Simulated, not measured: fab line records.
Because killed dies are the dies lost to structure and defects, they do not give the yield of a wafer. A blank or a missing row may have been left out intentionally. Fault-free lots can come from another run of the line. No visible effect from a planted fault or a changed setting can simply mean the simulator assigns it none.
Which tool did it? || flow berkeley_cmos170 || 42 wafers from 14 lots sampled at 5 of the route's 331 steps

== WHAT THE GAUGES SHOWED, per wafer ==
UCB170_NSD_TW_MEAS_10. Usual: NSD_TW 4190, standard deviation 47.
{"lot": "L333", "measured": "day 8 12:23", "on": "film_metro-01", "NSD_TW": "4140 4125 4139", "flag": ""}
{"lot": "L334", "measured": "day 8 12:40", "on": "film_metro-04", "NSD_TW": "4241 4254 4241", "flag": ""}
{"lot": "L332", "measured": "day 8 13:02", "on": "film_metro-01", "NSD_TW": "4116 4139 4146", "flag": ""}
{"lot": "L335", "measured": "day 8 13:13", "on": "film_metro-01", "NSD_TW": "4150 4164 4148", "flag": ""}
{"lot": "L336", "measured": "day 9 10:01", "on": "film_metro-01", "NSD_TW": "4174 4180 4158", "flag": ""}
{"lot": "L337", "measured": "day 9 10:18", "on": "film_metro-03", "NSD_TW": "4194 4204 4194", "flag": ""}
{"lot": "L338", "measured": "day 9 13:48", "on": "film_metro-04", "NSD_TW": "4236 4228 4209", "flag": ""}
{"lot": "L341", "measured": "day 10 09:17", "on": "film_metro-03", "NSD_TW": "4191 4183 4163", "flag": ""}
{"lot": "L342", "measured": "day 10 09:34", "on": "film_metro-03", "NSD_TW": "4178 4166 4173", "flag": ""}
{"lot": "L344", "measured": "day 10 21:06", "on": "film_metro-01", "NSD_TW": "4151 4152 4135", "flag": ""}
{"lot": "L345", "measured": "day 10 21:22", "on": "film_metro-01", "NSD_TW": "4101 4129 4134", "flag": ""}
{"lot": "L348", "measured": "day 11 23:43", "on": "film_metro-04", "NSD_TW": "4254 4288 4264", "flag": ""}
{"lot": "L350", "measured": "day 12 06:26", "on": "film_metro-01", "NSD_TW": "4148 4137 4168", "flag": ""}
{"lot": "L355", "measured": "day 12 19:37", "on": "film_metro-01", "NSD_TW": "4157 4188 4153", "flag": ""}

UCB170_V1_THK_MEAS_04. Usual: V1_POLISHED_THK 999.6 nm, standard deviation 1.1.
{"lot": "L333", "measured": "day 9 00:24", "on": "film_metro-04", "V1_POLISHED_THK (nm)": "1000.2 1000.3 1000.0", "flag": ""}
{"lot": "L334", "measured": "day 8 23:02", "on": "film_metro-01", "V1_POLISHED_THK (nm)": "1000.5 1000.1 999.2", "flag": ""}
{"lot": "L332", "measured": "day 9 02:04", "on": "film_metro-04", "V1_POLISHED_THK (nm)": "1000.6 999.6 1001.5", "flag": ""}
{"lot": "L335", "measured": "day 9 01:43", "on": "film_metro-01", "V1_POLISHED_THK (nm)": "999.3 1000.2 999.0", "flag": ""}
{"lot": "L336", "measured": "day 9 21:10", "on": "film_metro-02", "V1_POLISHED_THK (nm)": "1000.0 998.4 999.1", "flag": ""}
{"lot": "L337", "measured": "day 9 22:30", "on": "film_metro-01", "V1_POLISHED_THK (nm)": "1000.2 999.8 1000.3", "flag": ""}
{"lot": "L338", "measured": "day 10 00:30", "on": "film_metro-02", "V1_POLISHED_THK (nm)": "999.6 1000.2 1000.1", "flag": ""}
{"lot": "L341", "measured": "day 11 00:20", "on": "film_metro-02", "V1_POLISHED_THK (nm)": "1346.9 1000.5 998.4", "flag": "OFF"}
{"lot": "L342", "measured": "day 10 22:58", "on": "film_metro-01", "V1_POLISHED_THK (nm)": "999.5 1000.7 1000.2", "flag": ""}
{"lot": "L344", "measured": "day 11 07:25", "on": "film_metro-02", "V1_POLISHED_THK (nm)": "998.7 998.9 998.8", "flag": ""}
{"lot": "L345", "measured": "day 11 09:02", "on": "film_metro-01", "V1_POLISHED_THK (nm)": "1336.2 1001.7 999.7", "flag": "OFF"}
{"lot": "L348", "measured": "day 12 11:37", "on": "film_metro-02", "V1_POLISHED_THK (nm)": "997.2 997.5 999.3", "flag": ""}
{"lot": "L350", "measured": "day 12 16:43", "on": "film_metro-02", "V1_POLISHED_THK (nm)": "999.1 999.7 998.0", "flag": ""}
{"lot": "L355", "measured": "day 13 11:02", "on": "film_metro-01", "V1_POLISHED_THK (nm)": "999.9 999.3 999.9", "flag": ""}

UCB170_V1_OVL_MEAS_13. Usual: V1_OVL 3 nm, standard deviation 4.7.
{"lot": "L333", "measured": "day 9 01:38", "on": "overlay-01", "V1_OVL (nm)": "-4 -2 -3", "flag": ""}
{"lot": "L334", "measured": "day 9 00:29", "on": "overlay-02", "V1_OVL (nm)": "2 3 4", "flag": ""}
{"lot": "L332", "measured": "day 9 03:31", "on": "overlay-01", "V1_OVL (nm)": "4 -1 5", "flag": ""}
{"lot": "L335", "measured": "day 9 03:08", "on": "overlay-01", "V1_OVL (nm)": "6 1 3", "flag": ""}
{"lot": "L336", "measured": "day 9 22:30", "on": "overlay-01", "V1_OVL (nm)": "7 -1 0", "flag": ""}
{"lot": "L337", "measured": "day 10 00:00", "on": "overlay-01", "V1_OVL (nm)": "6 5 0", "flag": ""}
{"lot": "L338", "measured": "day 10 02:19", "on": "overlay-01", "V1_OVL (nm)": "9 1 -2", "flag": ""}
{"lot": "L341", "measured": "day 11 01:31", "on": "overlay-01", "V1_OVL (nm)": "10 3 11", "flag": ""}
{"lot": "L342", "measured": "day 11 00:41", "on": "overlay-01", "V1_OVL (nm)": "-2 -5 -2", "flag": ""}
{"lot": "L344", "measured": "day 11 08:55", "on": "overlay-01", "V1_OVL (nm)": "15 3 7", "flag": ""}
{"lot": "L345", "measured": "day 11 14:43", "on": "overlay-01", "V1_OVL (nm)": "-4 3 1", "flag": ""}
{"lot": "L348", "measured": "day 12 13:02", "on": "overlay-02", "V1_OVL (nm)": "0 7 10", "flag": ""}
{"lot": "L350", "measured": "day 12 18:59", "on": "overlay-01", "V1_OVL (nm)": "3 4 6", "flag": ""}
{"lot": "L355", "measured": "day 13 12:38", "on": "overlay-02", "V1_OVL (nm)": "6 0 6", "flag": ""}

== WHICH TOOL RAN EACH LOT (tool, then ch and the chambers of the sampled wafers, then the start) ==
{"lot": "L333", "UCB170_CONTACT_RTA_08": "rtp_anneal-01 ch 0, day 8 17:56", "UCB170_V1_CMP_02": "cmp-02 ch 0,2,3, day 9 00:03"}
{"lot": "L334", "UCB170_CONTACT_RTA_08": "rtp_anneal-01 ch 0, day 8 17:37", "UCB170_V1_CMP_02": "cmp-01 ch 2,3, day 8 22:37"}
{"lot": "L332", "UCB170_CONTACT_RTA_08": "rtp_anneal-01 ch 0, day 8 19:31", "UCB170_V1_CMP_02": "cmp-02 ch 0,2,3, day 9 01:46"}
{"lot": "L335", "UCB170_CONTACT_RTA_08": "rtp_anneal-01 ch 0, day 8 19:27", "UCB170_V1_CMP_02": "cmp-02 ch 1,3, day 9 01:17"}
{"lot": "L336", "UCB170_CONTACT_RTA_08": "rtp_anneal-02 ch 0, day 9 15:53", "UCB170_V1_CMP_02": "cmp-01 ch 1,2, day 9 20:47"}
{"lot": "L337", "UCB170_CONTACT_RTA_08": "rtp_anneal-01 ch 0, day 9 15:56", "UCB170_V1_CMP_02": "cmp-02 ch 0,1,2, day 9 22:08"}
{"lot": "L338", "UCB170_CONTACT_RTA_08": "rtp_anneal-02 ch 0, day 9 19:08", "UCB170_V1_CMP_02": "cmp-01 ch 0,1,3, day 10 00:08"}
{"lot": "L341", "UCB170_CONTACT_RTA_08": "rtp_anneal-02 ch 0, day 10 18:50", "UCB170_V1_CMP_02": "cmp-02 ch 0,1,3, day 10 23:55"}
{"lot": "L342", "UCB170_CONTACT_RTA_08": "rtp_anneal-01 ch 0, day 10 15:04", "UCB170_V1_CMP_02": "cmp-01 ch 1,2,3, day 10 22:40"}
{"lot": "L344", "UCB170_CONTACT_RTA_08": "rtp_anneal-01 ch 0, day 11 02:10", "UCB170_V1_CMP_02": "cmp-01 ch 0,1,3, day 11 07:03"}
{"lot": "L345", "UCB170_CONTACT_RTA_08": "rtp_anneal-02 ch 0, day 11 03:25", "UCB170_V1_CMP_02": "cmp-02 ch 0,2, day 11 08:37"}
{"lot": "L348", "UCB170_CONTACT_RTA_08": "rtp_anneal-02 ch 0, day 12 05:35", "UCB170_V1_CMP_02": "cmp-01 ch 0,1,2, day 12 11:14"}
{"lot": "L350", "UCB170_CONTACT_RTA_08": "rtp_anneal-01 ch 0, day 12 11:13", "UCB170_V1_CMP_02": "cmp-01 ch 1,2,3, day 12 16:18"}
{"lot": "L355", "UCB170_CONTACT_RTA_08": "rtp_anneal-01 ch 0, day 13 03:08", "UCB170_V1_CMP_02": "cmp-01 ch 1,2, day 13 10:37"}
- UCB170_CONTACT_RTA_08: time 10 s.
- UCB170_V1_CMP_02: polishes SiO2.

== WHAT THE TOOLS THEMSELVES READ (means of the sampled wafers that have a number; where no wafer has one, the mark that the record gives instead) ==
UCB170_CONTACT_RTA_08. Usual: lamp_power_pct 26.35 %, standard deviation 0.13; wafer_temp_C_max 902.6, standard deviation 0.64.
{"lot": "L333", "tool": "rtp_anneal-01", "lamp_power_pct (%)": 26.23, "wafer_temp_C_max": 902.3, "flag": ""}
{"lot": "L334", "tool": "rtp_anneal-01", "lamp_power_pct (%)": 26.22, "wafer_temp_C_max": 902.7, "flag": ""}
{"lot": "L332", "tool": "rtp_anneal-01", "lamp_power_pct (%)": 26.22, "wafer_temp_C_max": 902.9, "flag": ""}
{"lot": "L335", "tool": "rtp_anneal-01", "lamp_power_pct (%)": 26.24, "wafer_temp_C_max": 902.0, "flag": ""}
{"lot": "L336", "tool": "rtp_anneal-02", "lamp_power_pct (%)": 26.50, "wafer_temp_C_max": 903.4, "flag": ""}
{"lot": "L337", "tool": "rtp_anneal-01", "lamp_power_pct (%)": 26.23, "wafer_temp_C_max": 902.6, "flag": ""}
{"lot": "L338", "tool": "rtp_anneal-02", "lamp_power_pct (%)": 26.49, "wafer_temp_C_max": 903.2, "flag": ""}
{"lot": "L341", "tool": "rtp_anneal-02", "lamp_power_pct (%)": 26.51, "wafer_temp_C_max": 902.7, "flag": ""}
{"lot": "L342", "tool": "rtp_anneal-01", "lamp_power_pct (%)": 26.24, "wafer_temp_C_max": 901.9, "flag": ""}
{"lot": "L344", "tool": "rtp_anneal-01", "lamp_power_pct (%)": 26.24, "wafer_temp_C_max": 901.9, "flag": ""}
{"lot": "L345", "tool": "rtp_anneal-02", "lamp_power_pct (%)": 26.50, "wafer_temp_C_max": 903.3, "flag": ""}
{"lot": "L348", "tool": "rtp_anneal-02", "lamp_power_pct (%)": 26.49, "wafer_temp_C_max": 903.4, "flag": ""}
{"lot": "L350", "tool": "rtp_anneal-01", "lamp_power_pct (%)": 26.22, "wafer_temp_C_max": 902.1, "flag": ""}
{"lot": "L355", "tool": "rtp_anneal-01", "lamp_power_pct (%)": 26.24, "wafer_temp_C_max": 902.3, "flag": ""}

UCB170_V1_CMP_02. Usual: motor_current_A 16.9 A, standard deviation 2.2; slurry_filter_dp_kPa 13.50 kPa, standard deviation 0.13.
{"lot": "L333", "tool": "cmp-02", "motor_current_A (A)": 16.5, "slurry_filter_dp_kPa (kPa)": 13.54, "flag": ""}
{"lot": "L334", "tool": "cmp-01", "motor_current_A (A)": 16.3, "slurry_filter_dp_kPa (kPa)": 13.62, "flag": ""}
{"lot": "L332", "tool": "cmp-02", "motor_current_A (A)": 16.8, "slurry_filter_dp_kPa (kPa)": 13.46, "flag": ""}
{"lot": "L335", "tool": "cmp-02", "motor_current_A (A)": 17.1, "slurry_filter_dp_kPa (kPa)": 13.51, "flag": ""}
{"lot": "L336", "tool": "cmp-01", "motor_current_A (A)": 19.6, "slurry_filter_dp_kPa (kPa)": 13.48, "flag": ""}
{"lot": "L337", "tool": "cmp-02", "motor_current_A (A)": 17.9, "slurry_filter_dp_kPa (kPa)": 13.39, "flag": ""}
{"lot": "L338", "tool": "cmp-01", "motor_current_A (A)": 16.7, "slurry_filter_dp_kPa (kPa)": 13.50, "flag": ""}
{"lot": "L341", "tool": "cmp-02", "motor_current_A (A)": 18.0, "slurry_filter_dp_kPa (kPa)": 13.37, "flag": ""}
{"lot": "L342", "tool": "cmp-01", "motor_current_A (A)": 18.2, "slurry_filter_dp_kPa (kPa)": 13.56, "flag": ""}
{"lot": "L344", "tool": "cmp-01", "motor_current_A (A)": 16.4, "slurry_filter_dp_kPa (kPa)": 13.53, "flag": ""}
{"lot": "L345", "tool": "cmp-02", "motor_current_A (A)": 16.4, "slurry_filter_dp_kPa (kPa)": 13.56, "flag": ""}
{"lot": "L348", "tool": "cmp-01", "motor_current_A (A)": 16.6, "slurry_filter_dp_kPa (kPa)": 13.64, "flag": ""}
{"lot": "L350", "tool": "cmp-01", "motor_current_A (A)": 18.2, "slurry_filter_dp_kPa (kPa)": 13.44, "flag": ""}
{"lot": "L355", "tool": "cmp-01", "motor_current_A (A)": 19.9, "slurry_filter_dp_kPa (kPa)": 13.60, "flag": ""}

== THE ANSWER, worked out from the rows above alone ==
Rule: a lot counts as off when the mean over its wafers that have a number is more than 3 standard deviations away from the usual mean. Also off: a lot with no number at a reading for which 4 or more lots have one. The other lots that the step has rows for count as sound. After the gauges, taken in route order, come the tools' own readings; for these a lot's mean is taken, as printed above. The first step at which some lot is off is used, and at that step the reading that is off furthest; a lot without a number counts as furthest.
Off: L341, L345, at UCB170_V1_THK_MEAS_04 (V1_POLISHED_THK).
If a tool, at a process step before that reading, ran all the lots that are off and no sound lot after the first of them, it fits. The gauges at UCB170_V1_THK_MEAS_04 are tried like those tools. One fits: UCB170_V1_CMP_02 on cmp-02. A fault onset in the window from L337 (day 9 22:08, its last sound lot) to L341 (day 10 23:55, its first lot off) fits.

== WHAT THE SIMULATOR HAD INSERTED ==
cmp-02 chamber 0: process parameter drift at UCB170_V1_CMP_02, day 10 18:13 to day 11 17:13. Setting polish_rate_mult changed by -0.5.
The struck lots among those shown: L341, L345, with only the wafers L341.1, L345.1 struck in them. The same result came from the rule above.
